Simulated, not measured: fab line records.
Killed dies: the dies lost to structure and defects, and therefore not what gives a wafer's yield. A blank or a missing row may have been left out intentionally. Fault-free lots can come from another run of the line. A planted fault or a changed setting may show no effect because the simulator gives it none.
One fault seen from 2 desks || flow berkeley_cmos170 || numbers are kept per desk, each desk with only its own; the story behind them comes last

AT THE TOOL OWNER'S DESK: rie_diel-04
The tool's own readings at UCB170_ACTIVE_ETCH_15 (etches Si3N4 in CH3F/Ar/O2, stops on SiO2, target depth 242 nm, time 151 s): means of the sampled wafers that have a number, for each lot that ran on this tool. Any lot whose mean is over 4 standard deviations away from the usual mean is out of limits and marked OUT; that distance is given in the brackets.
Columns: A = drypump_motor_current_A at UCB170_ACTIVE_ETCH_15, usual 5.7 A; B = oes_product_au at UCB170_ACTIVE_ETCH_15, usual 0.933 a.u.; C = throttle_valve_pct at UCB170_ACTIVE_ETCH_15, usual 8.09 %
{"lot": "L700", "first seen here": "day 4 22:42", "A": 5.6, "B": 0.928, "C": 8.11}
{"lot": "L702", "first seen here": "day 5 04:20", "A": 5.5, "B": 0.918, "C": 8.04}
{"lot": "L704", "first seen here": "day 6 00:25", "A": 5.5, "B": 0.931, "C": 8.04}
{"lot": "L705", "first seen here": "day 6 05:13", "A": 5.7, "B": 0.933, "C": 8.01}
{"lot": "L713", "first seen here": "day 7 03:03", "A": 5.5, "B": 0.930, "C": 8.05}
{"lot": "L715", "first seen here": "day 7 21:05", "A": 5.7, "B": 0.907, "C": 8.11}
This desk found nothing out of limits on any of the 6 lots.

AT THE METROLOGY DESK
What the gauges read, lot by lot, whatever tool the lot ran on: means of the sampled wafers that have a number. Any lot whose mean is over 4 standard deviations away from the usual mean is out of limits and marked OUT; that distance is given in the brackets.
Columns: A = PWELL_TW at UCB170_PWELL_TW_MEAS_17, usual 379.5; B = M2_AL_THK at UCB170_M2_THK_MEAS_03, usual 898 nm
{"lot": "L697", "first seen here": "day 3 03:01", "A": 375.8, "B": 889}
{"lot": "L696", "first seen here": "day 3 03:07", "A": 381.8, "B": 894}
{"lot": "L700", "first seen here": "day 3 19:34", "A": 381.1, "B": 902}
{"lot": "L699", "first seen here": "day 3 19:49", "A": 377.3, "B": 898}
{"lot": "L702", "first seen here": "day 4 04:37", "A": 382.4, "B": 896}
{"lot": "L704", "first seen here": "day 4 22:52", "A": 381.0, "B": 902}
{"lot": "L707", "first seen here": "day 5 01:19", "A": 377.8, "B": 897}
{"lot": "L706", "first seen here": "day 5 01:37", "A": 380.6, "B": 896}
{"lot": "L705", "first seen here": "day 5 01:52", "A": 380.4, "B": 896}
{"lot": "L708", "first seen here": "day 5 12:06", "A": 380.0, "B": 909}
{"lot": "L710", "first seen here": "day 5 23:51", "A": 375.8, "B": 909}
{"lot": "L713", "first seen here": "day 6 02:03", "A": 381.0, "B": 899}
{"lot": "L715", "first seen here": "day 6 19:37", "A": 375.7, "B": 902}
This desk found nothing out of limits on any of the 13 lots.

ALL TOGETHER
Nothing out of limits was seen by the tool owner's desk.
Metrology desk: nothing out of limits seen.

WHAT THE SIMULATOR PUT IN
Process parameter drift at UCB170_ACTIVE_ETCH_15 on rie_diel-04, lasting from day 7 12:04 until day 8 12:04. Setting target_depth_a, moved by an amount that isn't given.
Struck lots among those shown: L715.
